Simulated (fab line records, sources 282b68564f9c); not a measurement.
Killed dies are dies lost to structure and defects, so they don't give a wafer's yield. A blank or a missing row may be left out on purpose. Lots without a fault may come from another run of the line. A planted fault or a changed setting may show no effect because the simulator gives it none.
fab line records | flow rit_cmos
record lots=14 wafers=42 last_day=7
route steps=202 shown M1@198
lots that met no fault: from a run of the same line without faults
start_h: hours from the record's first day to the start of the lot's first wafer shown | wait_h: hours since the lot's step before | " the same as in the row above | L1.1+2: a row that stands for several wafers | - no value, or no start given | * or withheld: withheld | < > ~ a bound
route shown NAME@n: a module of which the file shows steps, and the number in the route of the first | usual: mean/standard deviation of fault-free wafers | same: alike in all rows | chamber/n: place in a boat | sites: the reading at each site | _std_site: their standard deviation | _edge_site: outer sites' mean less inner sites' | radius_mm: how far each site lies from the wafer's centre | mask NAME#n: copy n | behind: the tool/chamber that last shaped the wafer | hold: why the lot was held/for how many hours/how that ended | device: the transistor (n, p or np) that didn't switch | end of line: the same wafers' tests at the end of the route | a step without rows: its recipe alone | killed: dies lost to structure and defects at the first sort, not the wafer's yield | map: a wafer's dies, x killed, . not, _ none there
set.NAME: the setting as run; set.NAME@STEP: as run at that earlier step | model.NAME: the simulator's own value behind a step, which no gauge read
steps of the route over a sample of lots; a table a step, a row a wafer
services: from which hour (start_h, from the record's first day; less than 0 if before it) a tool's chamber was out of use, for how many hours, and why
## steps
# step RIT_M1_STRIP_14
# recipe chemistry=O2 time_s=180 platen_temp_c=withheld power_w=500 pressure_mtorr=4000 o2_flow_sccm=4000
# usual drypump_motor_current_A=5.9/0.54
# columns lot.wafer tool chamber start_h wait_h drypump_motor_current_A rf_hours_counter_h
L974.2 plasma_asher-02 1 70.63 0.0 6.4 43
L974.4 " 0 " " 6.5 -
L974.6 " 1 " " 6.4 -
L975.3 plasma_asher-03 0 73.05 0.1 5.2 -
L975.4 " 1 " " 5.1 -
L975.5 " 0 " " 5.2 -
L976.3 plasma_asher-02 1 73.50 0.1 6.4 -
L976.4 " 0 " " 6.5 -
L976.6 " 1 " " 6.4 -
L977.1 plasma_asher-02 1 77.76 0.0 6.4 44
L977.2 " 0 " " 6.4 44
L977.3 " 1 " " 6.4 -
L983.2 plasma_asher-03 0 102.98 0.0 5.2 32
L983.3 " 1 " " 5.1 -
L983.4 " 0 " " 5.2 -
L982.1 plasma_asher-02 1 107.27 0.0 6.4 47
L982.3 " 0 " " 6.4 -
L982.6 " 0 " " 6.5 -
L986.1 plasma_asher-03 0 122.72 0.0 5.2 34
L986.3 " 1 " " 5.1 -
L986.4 " 0 " " 5.2 -
L987.3 plasma_asher-02 1 126.90 0.1 6.4 -
L987.4 " 0 " " 6.4 -
L987.6 " 1 " " 6.4 -
L988.1 plasma_asher-01 0 133.39 0.0 6.0 43
L988.3 " 0 " " 6.0 -
L988.6 " 1 " " 5.8 -
L990.1 plasma_asher-02 0 144.78 0.0 6.4 51
L990.4 " 1 " " 6.4 -
L990.6 " 1 " " 6.4 -
L991.2 plasma_asher-01 0 147.26 0.0 6.0 45
L991.3 " 0 " " 5.9 -
L991.5 " 0 " " 6.0 -
L992.2 plasma_asher-02 1 154.19 0.0 6.4 52
L992.3 " 0 " " 6.4 -
L992.6 " 0 " " 6.5 -
L995.2 plasma_asher-01 1 166.21 0.0 5.7 47
L995.5 " 1 " " 5.7 -
L995.6 " 0 " " 6.0 -
L996.4 plasma_asher-02 1 171.08 0.1 6.4 -
L996.5 " 0 " " 6.4 -
L996.6 " 1 " " 6.4 -
# step RIT_M1_PROBE_99
# usual defect_limited_yield=97.5/1.1 killed_at_M0_to_M3=0/0 killed_at_contacts=0.1/0.23 killed_at_front_end=6.6/2.8 killed_dies=6.6/2.8 killed_on_rim=1.8/1.4 killed_open=3.3/2 killed_short=3.2/1.7 sort_bin_3_pad_short=0.1/0.18 sort_bin_5_function=1.4/0.84 sort_bin_6_memory=1.0/0.64 sort_n_pass=257.4/2.8 sort_yield_pct=97.5/1.1
# same gross_dies=264 killed_at_M4_up=0 killed_at_back_side=0 killed_at_other=0
# columns lot.wafer tool chamber start_h wait_h defect_limited_yield[%] killed_at_M0_to_M3 killed_at_contacts killed_at_front_end killed_dies killed_on_rim killed_open killed_short sort_bin_3_pad_short[%] sort_bin_5_function[%] sort_bin_6_memory[%] sort_n_pass sort_yield_pct[%]
L983.2 prober-02 - 105.06 0.1 97.7 0 0 6 6 1 3 3 0 0.4 1.9 258.0 97.7
L983.3 prober-02 - 105.11 0.2 91.3 13 0 10 23 10 4 6 0.8 4.5 3.4 241.0 91.3
L983.4 prober-02 - 105.16 0.2 97.3 0 0 7 7 2 3 4 0.4 1.1 1.1 257.0 97.3
L982.1 prober-01 - 109.18 0.1 99.6 0 0 1 1 0 1 0 0 0.4 0 263.0 99.6
L982.3 prober-01 - 109.28 0.2 97.3 0 0 7 7 2 2 4 0 1.5 1.1 257.0 97.3
L982.6 prober-01 - 109.43 0.2 98.1 0 0 5 5 1 1 4 0.4 0.8 0.8 259.0 98.1
L986.1 prober-02 - 124.64 0.1 98.9 0 0 3 3 1 1 2 0 1.1 0 261.0 98.9
L986.3 prober-02 - 124.74 0.2 93.9 10 0 6 16 8 2 4 0.8 3.8 1.5 248.0 93.9
L986.4 prober-02 - 124.79 0.2 97.7 0 0 6 6 0 4 2 0.4 1.5 0.4 258.0 97.7
L987.3 prober-01 - 128.85 0.2 98.9 0 0 3 3 0 1 2 0 0 1.1 261.0 98.9
L987.4 prober-01 - 128.90 0.2 96.2 0 0 10 10 4 3 7 0.4 2.7 0.8 254.0 96.2
L987.6 prober-01 - 129.00 0.2 97.3 0 0 7 7 3 2 5 0.4 1.1 1.1 257.0 97.3
# killed by level:class
L983.2 GATE:geometric_particle:short=3 GATE:geometric_particle:open=2 SPACER:geometric_particle:open=1
L983.3 M1:unspecified=13 GATE:geometric_particle:short=3 REOX:geometric_particle:open=2 SPACER:geometric_particle:open=2 REOX:geometric_particle:short=1 SPACER:geometric_particle:short=1 SILICIDE:geometric_particle:short=1
L983.4 GATE:geometric_particle:short=2 REOX:geometric_particle:open=2 FOX1:geometric_particle:short=1 GATE:geometric_particle:open=1 REOX:geometric_particle:short=1
L982.1 FOX2:geometric_particle:open=1
L982.3 FOX1:geometric_particle:short=2 FOX1:geometric_particle:open=1 REOX:geometric_particle:short=1 SPACER:geometric_particle:open=1 SILICIDE:geometric_particle:short=1 PSD:coat_microbubble_printed=1
L982.6 GATE:geometric_particle:short=2 SILICIDE:geometric_particle:short=2 REOX:geometric_particle:open=1
L986.1 FOX1:geometric_particle:short=1 GATE:geometric_particle:open=1 GATE:geometric_particle:short=1
L986.3 M1:unspecified=10 FOX1:geometric_particle:open=1 FOX1:geometric_particle:short=1 GATE:geometric_particle:short=1 REOX:geometric_particle:short=1 SILICIDE:geometric_particle:short=1 SILICIDE:geometric_particle:open=1
L986.4 REOX:geometric_particle:open=2 FOX1:geometric_particle:short=1 FOX2:geometric_particle:open=1 GATE:geometric_particle:short=1 SPACER:geometric_particle:open=1
L987.3 FOX1:geometric_particle:open=1 FOX1:geometric_particle:short=1 GATE:geometric_particle:short=1
L987.4 GATE:geometric_particle:short=3 FOX1:geometric_particle:short=2 ACTIVE:geometric_particle:short=1 GATE:geometric_particle:open=1 REOX:geometric_particle:short=1 REOX:geometric_particle:open=1 SPACER:geometric_particle:open=1
L987.6 SPACER:geometric_particle:short=2 FOX1:geometric_particle:open=1 FOX1:geometric_particle:short=1 FOX2:geometric_particle:open=1 GATE:geometric_particle:short=1 REOX:geometric_particle:short=1
## services
# columns tool chamber start_h hours kind
plasma_asher-02 - 47.53 0.5 repair
plasma_asher-03 - 52.89 14.6 pm
plasma_asher-02 - 121.22 0.5 repair
plasma_asher-01 - 134.42 1.8 repair
## key
first_sign step=RIT_M1_PROBE_99 reading=killed_at_M0_to_M3 direction=up sigmas=12 usual=0 struck=11.5
effect step=RIT_M1_PROBE_99 reading=defect_limited_yield direction=down sigmas=4.6 usual=97.5 struck=92.6
met_at RIT_M1_STRIP_14
struck_lots L983,L986
struck_wafers L983.3,L986.3
onset_between 73.05 102.98
fault kind=chamber_particle_source tool=plasma_asher-03 chamber=1 onset_h=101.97 steps=RIT_M1_STRIP_14 rate_per_visit_cm2=0.37612 end_h=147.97
